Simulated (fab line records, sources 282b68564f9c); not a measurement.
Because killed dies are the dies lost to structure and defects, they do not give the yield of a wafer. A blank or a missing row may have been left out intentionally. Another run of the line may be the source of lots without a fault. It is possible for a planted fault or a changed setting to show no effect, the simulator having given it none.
Which tool did it? ; flow rit_cmos ; 14 lots, 42 wafers sampled, at 5 steps of a route of 202

## WHAT THE GAUGES SHOWED, per wafer
RIT_PRETRO_OVL_MEAS_06.
lot;measured;on;PRETRO_OVL (nm)
L695;day 2 09:33;overlay-02;-2.9 -4.2 -3.0
L696;day 2 13:48;overlay-02;-1.5 -1.2 0.2
L698;day 2 23:26;overlay-02;-1.1 -0.8 -0.2
L699;day 3 06:28;overlay-01;-2.3 -1.4 -0.9
L700;day 3 11:20;overlay-02;-0.8 -0.9 -0.7
L701;day 3 16:40;overlay-01;0.9 0.4 0.9
L702;day 3 19:12;overlay-02;-0.1 0.2 0.9
L703;day 4 00:23;overlay-01;-1.1 -1.0 -2.1
L704;day 4 05:20;overlay-02;-0.4 -1.1 -2.5
L709;day 5 12:14;overlay-01;1.2 0.2 1.4
L710;day 5 16:59;overlay-02;0.3 0.3 -0.6
L714;day 6 09:40;overlay-02;-0.4 -0.6 -0.9
L716;day 6 17:47;overlay-01;-0.7 -0.8 -0.8
L718;day 7 04:50;overlay-02;-0.9 -2.6 -2.8

RIT_GATE_THK_MEAS_07.
lot;measured;on;GATE_OXIDE_THK (nm)
L695;day 2 12:01;film_metro-03;2.84 2.96 2.96
L696;day 2 18:49;film_metro-02;3.00 3.00 2.97
L698;day 3 04:16;film_metro-03;2.99 3.05 2.98
L699;day 3 09:18;film_metro-04;2.96 2.92 2.93
L700;day 3 15:39;film_metro-02;3.01 3.06 3.02
L701;day 3 20:43;film_metro-04;2.93 2.90 2.94
L702;day 3 22:02;film_metro-02;3.10 3.05 3.10
L703;day 4 09:12;film_metro-02;3.07 3.05 3.12
L704;day 4 14:07;film_metro-04;3.03 3.00 3.04
L709;day 5 18:35;film_metro-03;3.85 3.75 3.84
L710;day 5 23:20;film_metro-02;3.72 3.72 3.75
L714;day 6 14:32;film_metro-04;2.93 2.92 2.95
L716;day 6 20:56;film_metro-04;2.93 2.82 2.93
L718;day 7 07:19;film_metro-02;2.95 3.00 2.94

RIT_GATE_CD_MEAS_16 targets a cd of 150 nm.
lot;measured;on;cd_nm (nm)
L695;day 2 14:53;cd_sem-01;149.4 150.4 149.0
L696;day 2 21:35;cd_sem-01;151.8 150.0 150.2
L698;day 3 07:00;cd_sem-01;148.2 146.3 147.2
L699;day 3 12:00;cd_sem-02;154.7 153.9 154.3
L700;day 3 18:23;cd_sem-02;146.2 146.9 146.7
L701;day 3 23:17;cd_sem-02;148.0 151.8 149.3
L702;day 4 00:56;cd_sem-01;150.8 150.6 150.2
L703;day 4 11:55;cd_sem-01;145.6 146.3 146.4
L704;day 4 16:43;cd_sem-01;150.1 149.5 148.0
L709;day 5 21:28;cd_sem-01;148.3 151.3 152.6
L710;day 6 03:11;cd_sem-01;150.8 149.6 149.8
L714;day 6 17:16;cd_sem-02;148.9 149.9 147.5
L716;day 6 23:37;cd_sem-01;145.6 146.1 144.7
L718;day 7 10:04;cd_sem-01;149.9 148.6 149.1

RIT_CONTACT_OVL_MEAS_09.
lot;measured;on;CONTACT_OVL (nm)
L695;day 3 06:07;overlay-02;-2.0 -0.6 -0.6
L696;day 3 12:50;overlay-02;-2.6 -1.6 -1.8
L698;day 3 23:07;overlay-02;1.1 0.3 -0.1
L699;day 4 04:34;overlay-02;-0.2 -0.2 -1.4
L700;day 4 10:01;overlay-01;0.3 2.3 1.0
L701;day 4 15:29;overlay-02;0.1 -1.9 0.6
L702;day 4 18:44;overlay-01;-0.6 -0.2 0.9
L703;day 5 03:57;overlay-01;0.3 -0.8 -1.2
L704;day 5 09:52;overlay-02;-0.1 -0.1 -1.9
L709;day 6 14:07;overlay-02;-0.4 -1.7 1.4
L710;day 6 18:50;overlay-01;2.0 1.6 1.5
L714;day 7 08:50;overlay-01;1.7 1.1 -0.1
L716;day 7 15:01;overlay-02;1.5 1.3 -1.0
L718;day 8 01:00;overlay-02;-0.8 1.4 -0.3

## WHICH TOOL RAN EACH LOT (tool, then ch and the chambers of the sampled wafers, then the start)
lot;RIT_GATE_OXIDATION_05
L695;furnace-01 ch 0, day 2 10:42
L696;furnace-03 ch 0, day 2 15:35
L698;furnace-04 ch 0, day 3 01:11
L699;furnace-01 ch 0, day 3 07:37
L700;furnace-04 ch 0, day 3 13:44
L701;furnace-04 ch 0, day 3 18:58
L702;furnace-03 ch 0, day 3 20:43
L703;furnace-03 ch 0, day 4 04:00
L704;furnace-01 ch 0, day 4 09:33
L709;furnace-03 ch 0, day 5 14:19
L710;furnace-03 ch 0, day 5 19:15
L714;furnace-04 ch 0, day 6 11:53
L716;furnace-04 ch 0, day 6 19:36
L718;furnace-04 ch 0, day 7 05:58
- RIT_GATE_OXIDATION_05: target thk 3 nm, ox time 270 s.

## AS READ BY THE TOOLS THEMSELVES (means over the sampled wafers that have a number; for cases with no such wafer, the mark the record gives instead)
RIT_GATE_OXIDATION_05.
lot;tool;spike_tc_centre_C (C);spike_tc_load_C (C);spike_tc_source_C (C);tube_center_temp_C (C);tube_center_temp_C_max
L695;furnace-01;903.0;923.9;923.6;900.04;902.1
L696;furnace-03;904.7;922.5;923.0;899.94;902.1
L698;furnace-04;902.6;920.2;922.3;899.89;902.0
L699;furnace-01;904.4;924.4;923.6;900.07;902.6
L700;furnace-04;904.0;920.4;922.1;899.98;902.0
L701;furnace-04;903.3;921.0;921.3;900.12;902.3
L702;furnace-03;904.2;922.3;923.2;900.00;902.1
L703;furnace-03;905.2;923.6;923.2;900.03;902.2
L704;furnace-01;903.8;923.9;922.7;900.01;902.5
L709;furnace-03;923.8;943.3;944.1;919.98;922.3
L710;furnace-03;924.9;942.9;943.5;920.06;922.6
L714;furnace-04;903.9;920.0;921.6;900.05;902.6
L716;furnace-04;903.8;919.5;922.9;900.05;902.3
L718;furnace-04;903.8;919.3;921.7;899.98;902.4

## THE ANSWER, worked out from the rows above alone
Rule: what is usual is taken from the lots themselves. The widest of any qualifying gaps counts: lots, ordered by their means at a reading, are off when they make up no more than a third of the lots, leave a main group of 4 or more, and stand apart from it by 3 or more times the standard deviation of that group's means. A main group whose means are all the same, to the digits that the tables above print for the reading, isn't used. Also off: a lot with no number at a reading for which 4 or more lots have one. All remaining lots with rows at the step are treated as sound. First the gauges in route order, then the tools' own readings, where a lot's mean is used as printed above. At the first step where some lot is off, the reading lying furthest off is the one used; lots without a number count as furthest.
Off: L709, L710, seen at RIT_GATE_THK_MEAS_07 (GATE_OXIDE_THK). Mean 2.98 nm and standard deviation 0.061 in the main group.
A tool fits if, at a process step before that reading, it ran every lot that is off, and no sound lot after the first of them. Not tried: the gauges at RIT_GATE_THK_MEAS_07; whatever is off there is also off at RIT_GATE_OXIDATION_05, on other tools, and gauge error can't account for it. One fits: RIT_GATE_OXIDATION_05 on furnace-03. A fault onset in the window from L703 (day 4 04:00, its last sound lot) to L709 (day 5 14:19, its first lot off) fits.
The tool's own readings at RIT_GATE_OXIDATION_05 bear it out: on the lots that are off they differ by more than 5 times the standard deviation of the sound lots' means. spike_tc_centre_C reads 924.3 C there against 903.9 C on the sound lots; spike_tc_load_C reads 943.1 C there against 921.8 C on the sound lots; spike_tc_source_C reads 943.8 C there against 922.6 C on the sound lots; tube_center_temp_C reads 920.02 C there against 900.01 C on the sound lots; tube_center_temp_C_max reads 922.5 there against 902.3 on the sound lots.

## WHAT WAS PUT IN BY THE SIMULATOR
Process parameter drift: furnace-03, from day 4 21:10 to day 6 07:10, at RIT_GATE_OXIDATION_05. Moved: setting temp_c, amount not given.
Struck lots among those shown: L709, L710. The rule given above showed the same thing.
